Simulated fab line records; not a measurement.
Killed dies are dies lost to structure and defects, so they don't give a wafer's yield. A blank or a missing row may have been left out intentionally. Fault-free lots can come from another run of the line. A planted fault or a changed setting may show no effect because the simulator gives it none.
A single fault, viewed from 2 desks :: flow ritCmos :: each desk has only its own numbers; what lay behind them comes last

== METROLOGY DESK ==
What the gauges read for every lot (on any tool): the sampled wafers with a number, averaged. Any lot whose mean is over 4 standard deviations away from the usual mean is out of limits and marked OUT; that distance is given in the brackets.
Columns: A = NLDD_RS at RIT_SDANNEAL_RS_MEAS_07, usual 152.0 ohm/sq
lot: L583
first seen here: day 3 03:14
A: 151.3

lot: L584
first seen here: day 3 08:15
A: 151.6

lot: L585
first seen here: day 3 14:52
A: 151.8

lot: L586
first seen here: day 3 18:32
A: 151.8

lot: L587
first seen here: day 3 23:22
A: 152.4

lot: L591
first seen here: day 4 18:39
A: 152.3

lot: L593
first seen here: day 5 03:55
A: 152.6

lot: L596
first seen here: day 5 19:39
A: 152.4

lot: L599
first seen here: day 6 09:29
A: 152.6

lot: L600
first seen here: day 6 15:21
A: 152.1

lot: L601
first seen here: day 6 19:50
A: 152.0

lot: L602
first seen here: day 7 00:10
A: 151.9

lot: L603
first seen here: day 7 05:35
A: 152.1

lot: L606
first seen here: day 7 23:16
A: 151.8
This desk found nothing out of limits on any of the 14 lots.

== TOOL OWNER'S DESK, lithoTrack-01 ==
The tool's own readings at RIT_PLDD_DEVELOP_05 (develop time 50 s): means of the sampled wafers that have a number, for each lot that ran on this tool. Any lot whose mean is over 4 standard deviations away from the usual mean is out of limits and marked OUT; that distance is given in the brackets.
Columns: A = developerTempC at RIT_PLDD_DEVELOP_05, usual 23.01 C; B = exhaustPa at RIT_PLDD_DEVELOP_05, usual 45.1 Pa
lot: L584
first seen here: day 3 01:00
A: 22.86
B: 44.4

lot: L587
first seen here: day 3 16:00
A: 23.07
B: 45.3

lot: L596
first seen here: day 5 12:00
A: 23.03
B: 45.7

lot: L599
first seen here: day 6 02:00
A: 22.17 (-9.0) OUT
B: 45.4

lot: L600
first seen here: day 6 08:00
A: 22.06 (-10) OUT
B: 46.1
This desk's verdict: out of limits on L599, L600, starting with L599 at day 6 02:00 (developerTempC at RIT_PLDD_DEVELOP_05). Within limits: L584, L587, L596.

== TAKEN TOGETHER ==
The tool owner's desk could have raised an alarm at day 6 02:00, on L599, L600.
At the metrology desk, nothing out of limits was observed.
The metrology desk has L599, L600 on record, within its limits.
Every lot named ran RIT_PLDD_DEVELOP_05 on lithoTrack-01.

== WHAT HAD BEEN PUT IN BY THE SIMULATOR ==
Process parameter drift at RIT_PLDD_DEVELOP_05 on lithoTrack-01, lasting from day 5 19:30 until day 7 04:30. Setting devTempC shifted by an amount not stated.
Shown lots that were struck: L599, L600.
Each desk's first reading out of limits, in hours after the fault started: the tool owner's desk, 6.
